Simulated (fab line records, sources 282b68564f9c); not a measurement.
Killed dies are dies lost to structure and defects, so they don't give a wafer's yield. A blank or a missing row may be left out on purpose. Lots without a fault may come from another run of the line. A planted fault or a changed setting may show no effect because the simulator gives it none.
fab line records | flow rit_cmos
record lots=14 wafers=42 last_day=8
route steps=202 shown REOX@101 M1@202
lots that met no fault: from a run of the same line without faults
start_h: hours from the record's first day to the start of the lot's first wafer shown | wait_h: hours since the lot's step before | " the same as in the row above | L1.1+2: a row that stands for several wafers | - no value, or no start given | * or withheld: withheld | < > ~ a bound
route shown NAME@n: a module of which the file shows steps, and the number in the route of the first | usual: mean/standard deviation of fault-free wafers | same: alike in all rows | chamber/n: place in a boat | sites: the reading at each site | _std_site: their standard deviation | _edge_site: outer sites' mean less inner sites' | radius_mm: how far each site lies from the wafer's centre | mask NAME#n: copy n | behind: the tool/chamber that last shaped the wafer | hold: why the lot was held/for how many hours/how that ended | device: the transistor (n, p or np) that didn't switch | end of line: the same wafers' tests at the end of the route | a step without rows: its recipe alone | killed: dies lost to structure and defects at the first sort, not the wafer's yield | map: a wafer's dies, x killed, . not, _ none there
set.NAME: the setting as run; set.NAME@STEP: as run at that earlier step | model.NAME: the simulator's own value behind a step, which no gauge read
steps of the route over a sample of lots; a table a step, a row a wafer
services: from which hour (start_h, from the record's first day; less than 0 if before it) a tool's chamber was out of use, for how many hours, and why
## steps
# step RIT_REOX_OXIDATION_03
# recipe temp_c=900 ambient=O2 target_thk_a=252 ox_time_s=5580
# usual spike_tc_centre_C=902.7/1 spike_tc_load_C=923/3.3 spike_tc_source_C=923.7/1.3 tube_center_temp_C=900.01/0.085 tube_center_temp_C_max=902.4/0.36 zone_power_centre_pct=44/3.2
# columns lot.wafer tool chamber start_h wait_h spike_tc_centre_C spike_tc_load_C spike_tc_source_C tube_center_temp_C tube_center_temp_C_max zone_power_centre_pct
L829.3 furnace-04 0 42.66 0.0 903.7 919 925.5 900.01 902.7 49
L829.5 " 0 " " 903.3 921 925.1 900.07 901.9 48
L829.6 " 0 " " 903.4 920 923.2 900.03 902.6 48
L830.2 furnace-03 0 47.88 0.0 902.5 927 924.9 900.09 902.4 42
L830.4 " 0 " " 901.8 928 924.8 899.95 902.4 42
L830.6 " 0 " " 902.9 929 924.6 900.03 903.5 42
L831.3 furnace-04 0 49.31 1.0 903.7 919 923.5 899.85 902.0 49
L831.5 " 0 " " 902.8 920 925.7 900.11 902.3 48
L831.6 " 0 " " 903.8 923 924.1 899.98 902.8 48
L832.3 furnace-01 0 60.47 1.3 904.1 921 920.8 899.89 902.3 42
L832.4 " 0 " " 901.5 924 921.5 899.9 902.4 41
L832.6 " 0 " " 904.3 921 924.2 900.12 902.2 42
L834.2 furnace-03 0 74.08 0.5 902.9 928 926.2 900 902.3 42
L834.3 " 0 " " 899.7 928 925.6 900.02 902.3 41
L834.6 " 0 " " 902.5 929 925.5 899.85 902.1 42
L835.2 furnace-03 0 74.08 0.8 901.9 930 923.2 899.99 902.1 42
L835.3 " 0 " " 901.8 929 925.0 899.93 902.4 42
L835.4 " 0 " " 901.7 929 924.0 899.98 902.2 41
L836.2 furnace-04 0 82.05 1.9 903.3 922 924.2 899.95 902.7 48
L836.3 " 0 " " 902.3 921 923.3 899.96 901.8 48
L836.6 " 0 " " 902.1 919 923.7 899.91 901.8 49
L842.1 furnace-03 0 108.13 0.6 901.9 930 926.2 899.83 902.0 42
L842.2 " 0 " " 901.7 928 924.2 899.95 901.8 41
L842.3 " 0 " " 902.5 931 925.1 900.03 902.0 41
L845.2 furnace-04 0 123.45 0.6 917.0 936 937.9 914.95 916.7 49
L845.3 " 0 " " 916.7 937 940.7 914.89 917.1 49
L845.6 " 0 " " 917.6 937 939.7 915.07 918.0 49
L846.3 furnace-04 0 128.45 0.0 917.8 935 939.5 914.89 916.8 50
L846.5 " 0 " " 918.1 937 939.0 914.94 917.1 49
L846.6 " 0 " " 920.7 936 940.4 914.91 917.2 49
L848.3 furnace-01 0 139.42 4.1 902.3 922 922.4 900.04 902.2 42
L848.4 " 0 " " 903.8 925 922.9 900.1 902.3 42
L848.6 " 0 " " 902.4 922 922.0 900.04 902.6 43
L849.1 furnace-01 0 147.60 3.4 901.7 923 922.7 900.06 902.7 42
L849.2 " 0 " " 902.8 921 923.0 900 902.4 42
L849.4 " 0 " " 902.1 921 924.0 899.96 902.3 42
L850.1 furnace-01 0 151.72 0.9 901.9 920 924.8 899.95 902.4 43
L850.2 " 0 " " 902.4 922 923.7 900.08 902.8 41
L850.3 " 0 " " 901.8 921 921.8 900 902.9 42
L852.1 furnace-01 0 169.01 5.6 901.2 922 922.8 899.94 902.3 42
L852.2 " 0 " " 902.1 921 922.9 900.01 902.1 42
L852.6 " 0 " " 902.2 921 922.4 899.93 902.7 42
# step RIT_REOX_THK_MEAS_04
# recipe reads=SiO2_of_REOX_OXIDATION_03
# usual REOX_OXIDE_THK=25.3/0.43
# columns lot.wafer tool chamber start_h wait_h REOX_OXIDE_THK[nm]
L829.3 film_metro-01 - 45.23 0.0 24.9
L829.5 " - " " 24.7
L829.6 " - " " 25.4
L830.2 film_metro-01 - 50.44 0.0 25.7
L830.4 " - " " 25.5
L830.6 " - " " 25.1
L831.3 film_metro-04 - 51.88 0.0 25.5
L831.5 " - " " 25.7
L831.6 " - " " 25.8
L832.3 film_metro-01 - 63.04 0.0 25.6
L832.4 " - " " 25.7
L832.6 " - " " 26.1
L834.2 film_metro-04 - 76.64 0.0 24.8
L834.3 " - " " 24.8
L834.6 " - " " 25.2
L835.2 film_metro-01 - 76.64 0.0 25.4
L835.3 " - " " 25.0
L835.4 " - " " 25.4
L836.2 film_metro-01 - 84.61 0.0 25.5
L836.3 " - " " 24.9
L836.6 " - " " 25.5
L842.1 film_metro-04 - 110.68 0.0 24.4
L842.2 " - " " 24.6
L842.3 " - " " 24.3
L845.2 film_metro-02 - 126.01 0.0 30.0
L845.3 " - " " 29.9
L845.6 " - " " 29.2
L846.3 film_metro-02 - 131.02 0.0 29.3
L846.5 " - " " 29.2
L846.6 " - " " 29.5
L848.3 film_metro-01 - 141.99 0.0 25.6
L848.4 " - " " 25.5
L848.6 " - " " 25.8
L849.1 film_metro-01 - 150.15 0.0 25.4
L849.2 " - " " 25.2
L849.4 " - " " 25.6
L850.1 film_metro-02 - 154.27 0.0 25.3
L850.2 " - " " 25.6
L850.3 " - " " 25.6
L852.1 film_metro-04 - 171.56 0.0 25.0
L852.2 " - " " 25.0
L852.6 " - " " 24.9
# step RIT_M1_PROBE_99
# usual killed_at_M0_to_M3=0.0/0.12 killed_at_front_end=6/3.1 killed_dies=6/3.1 killed_open=3.2/1.9 killed_short=3.2/2.1
# same gross_dies=264 killed_at_M4_up=0 killed_at_back_side=0 killed_at_contacts=0 killed_at_other=0
# columns lot.wafer tool chamber start_h wait_h killed_at_M0_to_M3 killed_at_front_end killed_dies killed_open killed_short
L846.3 prober-01 - 159.14 0.4 0 4 4 2 2
L846.5 prober-01 - 159.24 0.5 0 7 7 2 5
L846.6 prober-01 - 159.29 0.5 0 7 7 3 4
L845.2 prober-01 - 159.39 0.6 0 2 2 1 1
L845.3 prober-01 - 159.44 0.6 0 7 7 6 1
L845.6 prober-01 - 159.59 0.7 1 6 7 3 4
L849.1 prober-02 - 166.78 0.1 0 9 9 5 4
L849.2 prober-02 - 166.83 0.1 0 19 19 10 9
L849.4 prober-02 - 166.93 0.2 0 8 8 4 4
L850.1 prober-01 - 171.13 0.1 0 3 3 2 1
L850.2 prober-01 - 171.18 0.1 0 7 7 2 4
L850.3 prober-01 - 171.23 0.2 0 5 5 2 3
# killed by level:class
L846.3 GATE:geometric_particle:short=2 FOX1:geometric_particle:open=1 GATE:geometric_particle:open=1
L846.5 FOX1:geometric_particle:short=2 GATE:geometric_particle:short=1 GATE:geometric_particle:open=1 REOX:geometric_particle:short=1 SPACER:geometric_particle:open=1 SPACER:geometric_particle:short=1
L846.6 SILICIDE:geometric_particle:short=3 FOX1:geometric_particle:open=1 FOX2:geometric_particle:short=1 GATE:geometric_particle:open=1 SILICIDE:geometric_particle:open=1
L845.2 REOX:geometric_particle:open=1 SPACER:geometric_particle:short=1
L845.3 GATE:geometric_particle:open=3 FOX1:geometric_particle:open=1 GATE:geometric_particle:short=1 REOX:geometric_particle:open=1 SPACER:geometric_particle:open=1
L845.6 GATE:geometric_particle:short=3 GATE:geometric_particle:open=2 REOX:geometric_particle:open=1 M1:geometric_particle:short=1
L849.1 GATE:geometric_particle:short=2 SILICIDE:geometric_particle:open=2 FOX1:geometric_particle:short=1 FOX1:geometric_particle:open=1 GATE:geometric_particle:open=1 SPACER:geometric_particle:open=1 SILICIDE:geometric_particle:short=1
L849.2 GATE:geometric_particle:short=6 REOX:geometric_particle:open=4 GATE:geometric_particle:open=3 FOX1:geometric_particle:short=2 FOX1:geometric_particle:open=2 FOX2:geometric_particle:open=1 SPACER:geometric_particle:short=1
L849.4 GATE:geometric_particle:open=3 GATE:geometric_particle:short=2 REOX:geometric_particle:short=1 SPACER:geometric_particle:short=1 SPACER:geometric_particle:open=1
L850.1 GATE:geometric_particle:short=1 GATE:geometric_particle:open=1 SPACER:geometric_particle:open=1
L850.2 SPACER:geometric_particle:short=2 FOX1:geometric_particle:short=1 GATE:geometric_particle:short=1 REOX:geometric_particle:open=1 SPACER:geometric_particle:open=1 PRETRO:coat_microbubble_printed=1
L850.3 REOX:geometric_particle:short=2 GATE:geometric_particle:short=1 GATE:geometric_particle:open=1 SILICIDE:geometric_particle:open=1
## services
# columns tool chamber start_h hours kind
furnace-04 - 62.55 2.7 pm
furnace-01 - 81.33 1.7 pm
furnace-01 - 135.78 3.6 pm
furnace-03 - 136.54 44.8 repair
## key
first_sign step=RIT_REOX_OXIDATION_03 reading=tube_center_temp_C direction=up sigmas=99+ usual=* struck=*
effect step=RIT_REOX_OXIDATION_03 reading=tube_center_temp_C_max direction=up sigmas=41 usual=* struck=*
effect step=RIT_REOX_THK_MEAS_04 reading=REOX_OXIDE_THK direction=up sigmas=9.7 usual=25.3 struck=29.5
met_at RIT_REOX_OXIDATION_03
struck_lots L845,L846
tester_left_out L845,L846
onset_between 82.05 123.45
fault kind=process_parameter_drift tool=furnace-04 chamber=- onset_h=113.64 steps=RIT_REOX_OXIDATION_03 channel=temp_c offset=* shape=step end_h=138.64 acts_in=* stated=*
# tester_left_out: of these lots the tester's yield and bins aren't shown, on N5 and GAA mostly nor the transistor test; their killed dies are dies lost to structure and defects alone, not to doping, threshold or leakage, so they don't give the yield
